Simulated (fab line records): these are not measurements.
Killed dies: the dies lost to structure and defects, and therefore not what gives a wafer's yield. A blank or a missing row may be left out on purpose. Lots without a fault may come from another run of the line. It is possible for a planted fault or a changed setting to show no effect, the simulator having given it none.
Struck lot and sound lot, side by side | flow berkeleyCmos170 | 15 out of 331 route steps
Sound: these wafers, L675.1, L675.4, L675.6. Wafers L680.1, L680.4, L680.6 were the ones struck. The cause is named last.
For every step that has rows: the tool of each side, followed by ch and its chambers, followed by its first start. Under that, the readings that differ: sound wafers | struck wafers | difference of the means | sigmas: that difference in standard deviations of wafers without a fault.
alike: readings whose means differ by less than 2 such deviations, and words and numbers that are the same on both sides. not compared: withheld readings, readings that some wafer has no value for, bounds like >300 that may hide the same value, and numbers for which the record gives no deviation and whose values overlap.
A row with sigmas, a row that says differs or no value, or rows on one side alone: a step with any of these is where the two part. When numbers do not overlap yet have no deviation, they are printed without sigmas and do not part them. A reading missing from all wafers of one side parts the sides only when that side holds two or more wafers.

first, 6 steps without rows for these wafers: UCB170_M2_COAT_09; UCB170_M2_COAT_10 (resist thk 900 nm); UCB170_M2_SOFTBAKE_11 (time 60 s); UCB170_M2_EXPOSE_12 (exposes mask METAL2, target cd 700 nm); UCB170_M2_PEB_13; UCB170_M2_DEVELOP_14 (develop time 45 s).
UCB170_M2_CD_MEAS_15: target cd 700 nm.
  struck on cdSem-02, day 9 18:14; sound on cdSem-02, day 8 19:32
  alike: cdNm
UCB170_M2_OVL_MEAS_16:
  struck on overlay-01, day 9 18:21; sound on overlay-01, day 8 19:39
  alike: M2_OVL
UCB170_M2_ETCH_17: etches BARC in N2/H2.
  sound on rieDiel-04 ch 1,2, day 8 19:41; struck on rieDiel-03 ch 0,2,3, day 9 18:23
  alike: drypumpMotorCurrentA, oesProductAu, throttleValvePct
UCB170_M2_METAL_ETCH_18: etches Al in Cl2/BCl3, stops on SiO2, target depth 1170 nm, time 195 s.
  sound on rieMetal-04 ch 0, day 8 19:44; struck on rieMetal-03 ch 0,1, day 9 18:26
  alike: drypumpMotorCurrentA, oesProductAu, throttleValvePct
  not compared: rfHoursCounterH
UCB170_M2_STRIP_19: strips in O2.
  sound on plasmaAsher-02 ch 0,1, day 8 19:55; struck on plasmaAsher-01 ch 0, day 9 18:37
  alike: drypumpMotorCurrentA, oesProductAu
  not compared: rfHoursCounterH
UCB170_M2_CD_MEAS_90: target cd 700 nm.
  struck on cdSem-02, day 9 18:43; sound on cdSem-02, day 8 20:01
  alike: cdNm
UCB170_V2_CVD_00: deposits SiO2 from TEOS/O2, target thk 2000 nm, time 250 s.
  sound on pecvd-04 ch 0,1,2, day 8 20:08; struck on pecvd-04 ch 1,2, day 9 18:50
reading                            | sound             | struck            | difference | sigmas
rfFwdPowerW (W)                    | 544.5 547.5 547.0 | 768.9 769.0 766.6 | +221.8     | +99 or more
model.SiO2_of_V2_CVD_00.thkNm (nm) | 1990 1995 2010    | 2218 2269 2232    | +241       | 
  alike: heaterPowerW
UCB170_V2_THK_MEAS_01:
  struck on filmMetro-02, day 9 18:59; sound on filmMetro-01, day 8 20:17
reading          | sound          | struck         | difference | sigmas
V2_TEOS_THK (nm) | 1989 1995 2010 | 2219 2269 2231 | +242       | +7
UCB170_V2_CMP_02: polishes SiO2.
  sound on cmp-02 ch 0,2,3, day 8 20:30; struck on cmp-01 ch 0,2, day 9 19:06
  alike: motorCurrentA, retainingRingPressureFrac

## WHERE THEY PART
Earliest at UCB170_V2_CVD_00; latest, in this record, at UCB170_V2_THK_MEAS_01. Later steps at which nothing parts them and some readings are alike: UCB170_V2_CMP_02.

WHY: the cause the simulator had injected
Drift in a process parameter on pecvd-04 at UCB170_V2_CVD_00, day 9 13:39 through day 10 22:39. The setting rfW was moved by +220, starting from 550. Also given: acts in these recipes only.
